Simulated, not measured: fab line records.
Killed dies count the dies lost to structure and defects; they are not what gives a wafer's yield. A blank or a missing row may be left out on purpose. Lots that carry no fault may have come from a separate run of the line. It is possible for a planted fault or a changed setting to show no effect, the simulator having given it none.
A sampling plan put to the test | flow berkeleyCmos170 | 26 faults told of in these records, all on one fab line, each judged by the records of the lots it struck
The line's own looks make up the plan; these are the steps of the route where a gauge or inspection reads the wafer and leaves it unchanged. A look is open to judgement when struck wafers have a number at it and the file gives its usual mean and standard deviation on fault-free wafers. Caught: a look later than the fault's first step finds the struck wafers' mean 4 or more of those standard deviations (sigma) from the usual mean. On the tool: the fault's steps, tested the same way using the tool's own readings. If the struck wafers alone have a blank record, or they carry another recipe, that too counts as caught.

== THE FAULTS, as the simulator had put them in ==
1. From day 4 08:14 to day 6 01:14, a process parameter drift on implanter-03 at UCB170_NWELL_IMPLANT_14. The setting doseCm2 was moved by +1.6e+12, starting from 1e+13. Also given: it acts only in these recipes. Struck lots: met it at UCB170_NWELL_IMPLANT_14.
2. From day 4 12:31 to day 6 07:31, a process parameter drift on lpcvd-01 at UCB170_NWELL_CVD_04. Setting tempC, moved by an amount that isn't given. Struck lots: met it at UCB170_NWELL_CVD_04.
3. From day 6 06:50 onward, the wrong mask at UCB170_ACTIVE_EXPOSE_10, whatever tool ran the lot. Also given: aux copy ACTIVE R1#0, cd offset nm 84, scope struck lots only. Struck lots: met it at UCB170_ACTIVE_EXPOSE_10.
4. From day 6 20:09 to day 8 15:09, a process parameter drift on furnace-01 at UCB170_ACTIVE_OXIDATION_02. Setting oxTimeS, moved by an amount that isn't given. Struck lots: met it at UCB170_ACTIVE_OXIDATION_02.
5. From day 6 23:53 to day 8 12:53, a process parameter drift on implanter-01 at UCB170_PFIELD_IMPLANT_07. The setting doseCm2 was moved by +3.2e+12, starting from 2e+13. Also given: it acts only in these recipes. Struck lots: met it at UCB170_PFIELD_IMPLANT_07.
6. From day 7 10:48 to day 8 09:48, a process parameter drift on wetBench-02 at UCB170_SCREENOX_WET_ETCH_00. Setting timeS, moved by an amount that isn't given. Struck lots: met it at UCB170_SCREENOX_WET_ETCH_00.
7. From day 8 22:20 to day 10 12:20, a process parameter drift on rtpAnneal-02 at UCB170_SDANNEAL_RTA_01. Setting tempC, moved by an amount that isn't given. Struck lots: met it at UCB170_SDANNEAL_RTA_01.
8. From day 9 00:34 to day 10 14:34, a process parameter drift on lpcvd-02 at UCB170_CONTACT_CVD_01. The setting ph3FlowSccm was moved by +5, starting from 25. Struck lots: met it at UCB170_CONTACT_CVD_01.
9. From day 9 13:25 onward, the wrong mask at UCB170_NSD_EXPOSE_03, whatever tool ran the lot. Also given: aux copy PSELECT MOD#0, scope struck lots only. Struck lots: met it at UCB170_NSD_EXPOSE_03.
10. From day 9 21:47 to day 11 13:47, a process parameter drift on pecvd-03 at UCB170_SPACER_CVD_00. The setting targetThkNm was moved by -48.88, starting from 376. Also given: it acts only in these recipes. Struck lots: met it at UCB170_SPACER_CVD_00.
11. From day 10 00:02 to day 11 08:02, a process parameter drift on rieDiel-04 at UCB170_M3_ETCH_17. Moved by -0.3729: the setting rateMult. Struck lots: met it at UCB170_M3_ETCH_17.
12. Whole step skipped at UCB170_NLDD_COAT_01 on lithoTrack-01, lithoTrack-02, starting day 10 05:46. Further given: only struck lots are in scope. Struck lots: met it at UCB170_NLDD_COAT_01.
13. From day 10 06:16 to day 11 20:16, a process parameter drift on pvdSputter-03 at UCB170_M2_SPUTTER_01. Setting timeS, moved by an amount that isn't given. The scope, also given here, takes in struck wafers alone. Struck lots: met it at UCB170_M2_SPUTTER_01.
14. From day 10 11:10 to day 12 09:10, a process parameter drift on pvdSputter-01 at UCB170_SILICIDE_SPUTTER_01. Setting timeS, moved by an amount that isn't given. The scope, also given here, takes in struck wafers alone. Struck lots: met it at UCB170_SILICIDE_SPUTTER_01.
15. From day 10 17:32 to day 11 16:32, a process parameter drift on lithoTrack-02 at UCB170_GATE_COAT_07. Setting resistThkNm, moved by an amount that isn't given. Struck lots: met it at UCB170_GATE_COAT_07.
16. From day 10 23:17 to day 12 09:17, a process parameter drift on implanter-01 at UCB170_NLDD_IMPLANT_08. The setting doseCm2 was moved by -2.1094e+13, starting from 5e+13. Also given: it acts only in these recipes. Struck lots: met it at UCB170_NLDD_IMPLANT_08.
17. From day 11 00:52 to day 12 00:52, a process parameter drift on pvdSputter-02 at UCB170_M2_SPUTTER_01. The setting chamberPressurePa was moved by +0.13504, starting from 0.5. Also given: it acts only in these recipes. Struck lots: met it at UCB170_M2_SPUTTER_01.
18. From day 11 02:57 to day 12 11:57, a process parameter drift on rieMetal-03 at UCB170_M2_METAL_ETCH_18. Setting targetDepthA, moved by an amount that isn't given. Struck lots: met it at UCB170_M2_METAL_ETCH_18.
19. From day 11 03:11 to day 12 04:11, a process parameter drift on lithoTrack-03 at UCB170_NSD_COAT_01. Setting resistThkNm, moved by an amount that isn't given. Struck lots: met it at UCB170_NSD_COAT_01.
20. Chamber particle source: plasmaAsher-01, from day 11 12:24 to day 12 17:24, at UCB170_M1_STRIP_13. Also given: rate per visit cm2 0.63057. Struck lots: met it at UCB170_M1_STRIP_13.
21. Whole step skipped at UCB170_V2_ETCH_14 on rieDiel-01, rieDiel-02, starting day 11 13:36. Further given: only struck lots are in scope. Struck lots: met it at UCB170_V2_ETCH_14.
22. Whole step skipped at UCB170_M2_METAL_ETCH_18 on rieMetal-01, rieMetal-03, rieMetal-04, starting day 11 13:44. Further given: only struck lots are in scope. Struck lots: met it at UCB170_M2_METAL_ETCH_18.
23. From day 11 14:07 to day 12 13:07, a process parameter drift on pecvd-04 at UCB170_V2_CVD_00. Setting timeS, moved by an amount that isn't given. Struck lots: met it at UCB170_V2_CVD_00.
24. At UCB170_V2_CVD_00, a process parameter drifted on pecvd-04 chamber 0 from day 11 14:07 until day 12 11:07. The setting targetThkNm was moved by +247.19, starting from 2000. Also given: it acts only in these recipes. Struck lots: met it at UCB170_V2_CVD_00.
25. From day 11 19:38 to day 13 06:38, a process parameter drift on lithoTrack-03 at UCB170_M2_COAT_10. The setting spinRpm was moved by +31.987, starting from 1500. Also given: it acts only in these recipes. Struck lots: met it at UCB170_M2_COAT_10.
26. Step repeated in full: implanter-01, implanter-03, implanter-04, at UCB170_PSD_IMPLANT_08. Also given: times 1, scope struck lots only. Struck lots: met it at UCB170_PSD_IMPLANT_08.

== WHAT THE PLAN SAW ==
fault | on the tool itself                               | first look that catches it                      | reading, sigma                                                 | median hours from its first step to that look | hours from the fault's start to the first struck lot there | judged looks passed uncaught
1     | doseIonsCm2 +99 or beyond sigma                  | UCB170_NWELL_TW_MEAS_16                         | NWELL_TW +8.2                                                  | 0.2                                           | 13                                                         | 0
2     | susceptorTempC -25 sigma                         | UCB170_NWELL_THK_MEAS_05                        | NWELL_NITRIDE_THK -15                                          | 1.9                                           | 17                                                         | 0
3     | no reading that can be judged                    | UCB170_ACTIVE_CD_MEAS_13                        | cdNm +52                                                       | 0.9                                           | 1                                                          | 0
4     | under 2 sigma                                    | UCB170_ACTIVE_THK_MEAS_03                       | ACTIVE_OXIDE_THK +12                                           | 1.4                                           | 10                                                         | 0
5     | doseIonsCm2 +99 or beyond sigma                  | UCB170_PFIELD_TW_MEAS_09                        | PFIELD_TW +9.0                                                 | 0.2                                           | 12                                                         | 0
6     | runLengthS +55 sigma                             | no look after it can be judged                  | -                                                              | -                                             | -                                                          | 0
7     | wafer_temp_C_max -44 sigma                       | UCB170_SDANNEAL_RS_MEAS_02                      | PSD_RS +63                                                     | 0.1                                           | 16                                                         | 0
8     | ph3FlowSccm +68 sigma                            | not the one look that can be judged after it    | strongest: CONTACT_PSG_THK at UCB170_CONTACT_THK_MEAS_02, +2.7 | -                                             | -                                                          | 1
9     | no reading that can be judged                    | UCB170_NSD_TW_MEAS_10                           | NSD_TW -99 or beyond                                           | 0.8                                           | 1                                                          | 0
10    | under 2 sigma                                    | UCB170_SPACER_THK_MEAS_01                       | SPACER_TEOS_THK -9.3                                           | 0.0                                           | 13                                                         | 0
11    | oesProductAu -12 sigma                           | not the one look that can be judged after it    | -                                                              | -                                             | -                                                          | 1
12    | the tool's record is blank for the struck wafers | no look after it can be judged                  | -                                                              | -                                             | -                                                          | 0
13    | under 2 sigma                                    | UCB170_M2_RS_MEAS_02                            | M2_AL_RS -39                                                   | 0.1                                           | 1                                                          | 0
14    | under 2 sigma                                    | UCB170_SILICIDE_RS_MEAS_02                      | SILICIDE_TI_RS +31                                             | 0.1                                           | 11                                                         | 0
15    | under 2 sigma                                    | none of the 2 looks that can be judged after it | -                                                              | -                                             | -                                                          | 2
16    | doseIonsCm2 -99 or beyond sigma                  | UCB170_NLDD_TW_MEAS_11                          | NLDD_TW -7.8                                                   | 0.4                                           | 14                                                         | 0
17    | chamberPressurePa +99 or beyond sigma            | UCB170_M2_RS_MEAS_02                            | M2_AL_RS +7.6                                                  | 0.1                                           | 3                                                          | 0
18    | oesProductAu -5.2 sigma                          | not the one look that can be judged after it    | -                                                              | -                                             | -                                                          | 1
19    | no reading that can be judged                    | no look after it can be judged                  | -                                                              | -                                             | -                                                          | 0
20    | under 2 sigma                                    | no look after it can be judged                  | -                                                              | -                                             | -                                                          | 0
21    | the tool's record is blank for the struck wafers | no look after it can be judged                  | -                                                              | -                                             | -                                                          | 0
22    | the tool's record is blank for the struck wafers | no look after it can be judged                  | -                                                              | -                                             | -                                                          | 0
23    | runLengthS -54 sigma                             | UCB170_V2_THK_MEAS_01                           | V2_TEOS_THK -11                                                | 0.2                                           | 0                                                          | 0
24    | under 2 sigma                                    | UCB170_V2_THK_MEAS_01                           | V2_TEOS_THK +10                                                | 0.2                                           | 0                                                          | 0
25    | spinSpeedRpm +35 sigma                           | not the one look that can be judged after it    | -                                                              | -                                             | -                                                          | 1
26    | under 2 sigma                                    | UCB170_PSD_TW_MEAS_10                           | PSD_TW +29                                                     | 0.6                                           | -                                                          | 0
A dash: the fault is not caught, or the number is missing from these records.

Caught at a look: 15 of 26. Caught on the tool: 15 of 26. By one or the other: 23 of 26.
Faults 6, 8, 11, 12, 18, 21, 22, 25 were caught on the tool alone.
Caught at a look alone: faults 3, 4, 9, 10, 13, 14, 24, 26.
Caught by neither: faults 15, 19, 20.

== THINNER SAMPLING ==
Were the look that catches a fault to measure just every second or every third lot (counted by lot number), the first struck lot would, at worst, be measured this late:
fault | struck lots at that look, in order of time | every lot | every second lot | every third lot
1     | L173, L176                                 | 13 h      | 23 h             | may miss all 2
2     | L382, L383                                 | 17 h      | 17 h             | may miss all 2
3     | L245                                       | 1 h       | may miss it      | may miss it
4     | L238, L239                                 | 10 h      | 10 h             | may miss all 2
5     | L530, L528                                 | 12 h      | may miss all 2   | may miss all 2
7     | L239, L241                                 | 16 h      | may miss all 2   | may miss all 2
9     | L573                                       | 1 h       | may miss it      | may miss it
10    | L136, L139, L140                           | 13 h      | 25 h             | may miss all 3
13    | L497, L503, L504                           | 1 h       | 29 h             | may miss all 3
14    | L627                                       | 11 h      | may miss it      | may miss it
16    | L714, L719                                 | 14 h      | 34 h             | may miss all 2
17    | L119, L121                                 | 3 h       | may miss all 2   | may miss all 2
23    | L970, L972                                 | 0 h       | may miss all 2   | may miss all 2
24    | L511                                       | 0 h       | may miss it      | may miss it
Hours: fault start to first struck lot measured. 4 sigma limit: tested on the pooled struck wafers, so a lone lot may be under it. Other struck lots may not be in these records.

== THE LONGEST TIMED WAY FROM STEP TO LOOK ==
Fault 2: a median of 1.9 hours passes between UCB170_NWELL_CVD_04 and UCB170_NWELL_THK_MEAS_05. No look between them can be judged.
